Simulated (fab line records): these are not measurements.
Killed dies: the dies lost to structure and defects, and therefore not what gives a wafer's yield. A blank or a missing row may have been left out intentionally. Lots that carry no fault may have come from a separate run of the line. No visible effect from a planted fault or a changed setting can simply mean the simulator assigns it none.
Which of the tools did it?    flow berkeley cmos170    14 lots, 42 wafers sampled, at 7 steps of a route of 331

== WHAT THE GAUGES SHOWED, per wafer ==
UCB170_NLDD_OVL_MEAS_07.
lot   measured      on          NLDD_OVL (nm)
L906  day 7 15:54   overlay-01  7 2 -4
L908  day 7 22:38   overlay-02  -3 -4 3
L907  day 7 23:37   overlay-02  0 -5 -3
L910  day 8 11:28   overlay-02  5 10 6
L912  day 8 11:43   overlay-01  -2 2 -2
L911  day 8 11:43   overlay-02  4 -3 -4
L913  day 9 12:55   overlay-02  -10 -8 -6
L919  day 9 20:37   overlay-02  1 2 6
L915  day 10 00:49  overlay-01  -6 -4 5
L918  day 10 01:03  overlay-01  -4 1 -6
L916  day 10 01:22  overlay-02  -1 6 4
L926  day 11 12:27  overlay-02  2 2 2
L927  day 11 12:43  overlay-01  2 4 3
L928  day 11 20:51  overlay-01  10 -1 2

UCB170_CONTACT_CD_MEAS_15 targets a cd of 700 nm.
lot   measured      on         cd nm (nm)
L906  day 8 13:48   cd sem-01  699.8 699.8 699.3
L908  day 8 17:18   cd sem-01  696.9 698.2 698.5
L907  day 8 19:35   cd sem-02  699.2 699.4 697.4
L910  day 9 05:11   cd sem-01  702.6 702.5 702.6
L912  day 9 09:05   cd sem-01  700.1 700.1 699.5
L911  day 9 05:23   cd sem-02  700.0 697.5 697.9
L913  day 10 05:11  cd sem-02  697.5 696.9 698.0
L919  day 10 13:36  cd sem-02  700.1 699.7 699.5
L915  day 10 18:43  cd sem-02  700.6 700.4 701.1
L918  day 10 20:31  cd sem-01  699.2 700.3 700.5
L916  day 10 21:20  cd sem-01  699.8 699.2 699.7
L926  day 12 05:59  cd sem-02  700.7 699.5 700.9
L927  day 12 10:23  cd sem-01  698.9 698.8 699.3
L928  day 12 13:55  cd sem-01  702.6 701.1 703.5

UCB170_M1_RS_MEAS_01: measures by four-point-probe.
lot   measured      on             M1_AL_RS (ohm/sq)
L906  day 8 14:39   film metro-03  0.0493 0.0493 0.0492
L908  day 8 18:04   film metro-02  0.0486 0.0483 0.0482
L907  day 8 22:00   film metro-01  0.0493 0.0498 0.0491
L910  day 9 07:41   film metro-01  0.0485 0.0493 0.0485
L912  day 9 09:52   film metro-03  0.0479 0.0485 0.0487
L911  day 9 07:40   film metro-03  0.0484 0.0485 0.0476
L913  day 10 05:59  film metro-02  0.0488 0.0483 0.0499
L919  day 10 14:29  film metro-01  0.0496 0.0493 0.0486
L915  day 10 19:29  film metro-03  0.0512 0.0522 0.0520
L918  day 10 21:19  film metro-03  0.0492 0.0481 0.0480
L916  day 10 22:28  film metro-03  0.0526 0.0526 0.0518
L926  day 12 06:46  film metro-01  0.0476 0.0480 0.0484
L927  day 12 11:19  film metro-02  0.0484 0.0489 0.0484
L928  day 12 14:53  film metro-02  0.0484 0.0488 0.0491

UCB170_M1_THK_MEAS_02: measures by xrf.
lot   measured      on             M1_AL_THK (nm)
L906  day 8 14:46   film metro-03  588 588 589
L908  day 8 18:11   film metro-02  601 599 603
L907  day 8 22:06   film metro-01  588 582 592
L910  day 9 07:47   film metro-01  598 587 596
L912  day 9 09:59   film metro-03  608 596 598
L911  day 9 07:47   film metro-03  599 603 608
L913  day 10 06:06  film metro-02  593 600 580
L919  day 10 14:34  film metro-01  582 589 598
L915  day 10 19:36  film metro-03  566 554 560
L918  day 10 21:26  film metro-03  591 603 606
L916  day 10 22:35  film metro-03  552 551 560
L926  day 12 06:53  film metro-01  607 603 598
L927  day 12 11:25  film metro-02  603 597 603
L928  day 12 14:59  film metro-02  604 598 597

UCB170_M2_THK_MEAS_03: measures by xrf.
lot   measured      on             M2_AL_THK (nm)
L906  day 8 22:33   film metro-01  916 899 900
L908  day 9 03:01   film metro-02  899 909 898
L907  day 9 06:29   film metro-01  887 893 896
L910  day 9 15:45   film metro-02  908 896 894
L912  day 9 18:16   film metro-02  897 901 906
L911  day 9 14:16   film metro-04  910 902 919
L913  day 10 11:56  film metro-04  896 906 897
L919  day 10 20:38  film metro-04  890 907 896
L915  day 11 04:57  film metro-04  884 898 898
L918  day 11 05:29  film metro-02  887 893 896
L916  day 11 07:57  film metro-02  902 902 906
L926  day 12 13:56  film metro-04  913 908 917
L927  day 12 18:55  film metro-04  896 910 905
L928  day 12 20:35  film metro-01  885 885 884

== WHICH TOOL RAN EACH LOT (tool, then ch and the chambers of the sampled wafers, then the start) ==
lot   UCB170_M1_SPUTTER_00          UCB170_M1_METAL_ETCH_12
L906  pvd sputter-01, day 8 14:34   rie metal-01 ch 0,1, day 8 16:13
L908  pvd sputter-03, day 8 18:01   rie metal-03 ch 0, day 8 19:55
L907  pvd sputter-01, day 8 21:54   rie metal-01 ch 0,1, day 9 00:28
L910  pvd sputter-02, day 9 07:36   rie metal-01 ch 0,1, day 9 09:55
L912  pvd sputter-02, day 9 09:48   rie metal-04 ch 0,1, day 9 11:59
L911  pvd sputter-03, day 9 07:36   rie metal-03 ch 0,1, day 9 09:46
L913  pvd sputter-02, day 10 05:55  rie metal-01 ch 0,1, day 10 07:14
L919  pvd sputter-02, day 10 14:16  rie metal-04 ch 0,1, day 10 15:49
L915  pvd sputter-02, day 10 19:25  rie metal-03 ch 0,1, day 10 21:55
L918  pvd sputter-01, day 10 21:15  rie metal-04 ch 0,1, day 10 22:56
L916  pvd sputter-02, day 10 22:23  rie metal-03 ch 0,1, day 11 01:23
L926  pvd sputter-01, day 12 06:43  rie metal-03 ch 1, day 12 08:38
L927  pvd sputter-01, day 12 11:14  rie metal-03 ch 0,1, day 12 13:28
L928  pvd sputter-01, day 12 14:48  rie metal-03 ch 0,1, day 12 16:05
- UCB170_M1_SPUTTER_00: material Al, target thk 600 nm, time 80 s.
- UCB170_M1_METAL_ETCH_12: etches Al in Cl2/BCl3, stops on PSG, target depth 780 nm, time 130 s.

== WHAT THE TOOLS THEMSELVES READ (means of the sampled wafers that have a number; where no wafer has one, the mark that the record gives instead) ==
UCB170_M1_SPUTTER_00.
lot   tool            throttle valve pct (%)
L906  pvd sputter-01  29.2
L908  pvd sputter-03  28.9
L907  pvd sputter-01  30.8
L910  pvd sputter-02  30.9
L912  pvd sputter-02  30.4
L911  pvd sputter-03  29.5
L913  pvd sputter-02  30.5
L919  pvd sputter-02  30.4
L915  pvd sputter-02  30.1
L918  pvd sputter-01  30.2
L916  pvd sputter-02  30.3
L926  pvd sputter-01  30.0
L927  pvd sputter-01  31.2
L928  pvd sputter-01  30.9

UCB170_M1_METAL_ETCH_12.
lot   tool          chamber pressure mTorr (mTorr)  drypump motor current A (A)  oes product au (a.u.)  throttle valve pct (%)
L906  rie metal-01  12.017                          5.3                          0.845                  24.57
L908  rie metal-03  11.996                          5.3                          0.855                  24.48
L907  rie metal-01  12.001                          5.5                          0.845                  24.35
L910  rie metal-01  11.999                          5.5                          0.860                  24.36
L912  rie metal-04  11.993                          6.0                          0.867                  24.52
L911  rie metal-03  12.002                          5.4                          0.858                  24.46
L913  rie metal-01  11.996                          5.5                          0.861                  24.37
L919  rie metal-04  12.000                          6.0                          0.860                  24.52
L915  rie metal-03  11.995                          5.4                          0.822                  24.48
L918  rie metal-04  12.003                          6.1                          0.873                  24.40
L916  rie metal-03  11.994                          5.6                          0.827                  24.46
L926  rie metal-03  12.011                          5.6                          0.867                  24.42
L927  rie metal-03  12.011                          5.5                          0.861                  24.44
L928  rie metal-03  12.005                          5.5                          0.853                  24.47

== THE ANSWER, worked out from the rows above alone ==
Rule: usual is defined by the lots themselves. Put in order of their means at a reading, lots are off if they are a third of the lots or fewer, leave a main group of 4 or more, and stand apart from it by a gap of 3 or more times the standard deviation of the main group's means; of several such gaps the widest counts. The tables above print the reading to a certain number of digits; a main group whose means all agree to those digits is not used. A lot without any number at a reading at which 4 lots or more have one is off too. The other lots that the step has rows for count as sound. After the gauges, taken in route order, come the tools' own readings; for these a lot's mean is taken, as printed above. At the first step where some lot is off, the reading lying furthest off is the one used; lots without a number count as furthest.
Off: L915, L916, seen at UCB170_M1_RS_MEAS_01 (M1_AL_RS). Main group: mean 0.0487 ohm/sq, sd 0.00043.
If a tool, at a process step before that reading, ran all the lots that are off and no sound lot after the first of them, it fits. Gauges at UCB170_M1_RS_MEAS_01: tried the same way as those tools. One fits: pvd sputter-02 at UCB170_M1_SPUTTER_00. A fault onset in the window from L919 (day 10 14:16, its last sound lot) to L915 (day 10 19:25, its first lot off) fits.

== WHAT THE SIMULATOR HAD PUT IN ==
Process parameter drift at UCB170_M1_SPUTTER_00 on pvd sputter-02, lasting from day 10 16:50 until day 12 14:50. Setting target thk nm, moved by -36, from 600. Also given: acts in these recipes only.
Lots struck among those shown: L915, L916. This agrees with what the rule above found.
